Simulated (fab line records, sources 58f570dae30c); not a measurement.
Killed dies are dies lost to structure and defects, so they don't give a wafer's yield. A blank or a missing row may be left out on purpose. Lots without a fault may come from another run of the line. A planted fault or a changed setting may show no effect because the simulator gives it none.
Chamber matching | flow berkeley_cmos170 | UCB170_M3_ETCH_17 on rie_diel-03: 4 sister chambers
The step etches BARC in N2/H2. 4 wafers are shown with their chamber, then 7 later ones without.

WAFERS WITH THEIR CHAMBER
wafer  | chamber | drypump_motor_current_A (A)
L401.4 | 3       | 4.9
L405.6 | 0       | 6.3
L406.3 | 2       | 6.6
L406.4 | 1       | 4.9

WAFERS WITHOUT THEIR CHAMBER
wafer  | drypump_motor_current_A (A)
L406.6 | 5.0
L411.4 | 6.6
L411.5 | 4.9
L411.6 | 6.4
L416.1 | 6.3
L416.3 | 6.6
L416.6 | 4.9

WHICH CHAMBER EACH WENT THROUGH
wafer  | from the rows above     | in truth
L406.6 | can't be placed: 1 or 3 | 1
L411.4 | 2                       | 2
L411.5 | can't be placed: 1 or 3 | 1
L411.6 | can't be placed: 0 or 2 | 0
L416.1 | 0                       | 0
L416.3 | 2                       | 2
L416.6 | can't be placed: 1 or 3 | 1
Placed correctly: 3 of 7. Can't be placed from these rows: 4 (the true chamber is among the candidates in 4). Placed wrongly: 0.
How it was worked out, from the rows above alone: a wafer's distance from a chamber is the root of the sum, over the readings, of the square of ((its reading less the chamber's mean) divided by the reading's scatter). The wafer belongs to the nearest chamber; if the next one is less than 2 further off, it can't be placed. A chamber's mean is the mean of its shown wafers. The scatter: with one shown wafer a chamber, the root of the mean of the squares of how far each hidden wafer lies from its nearest shown one.
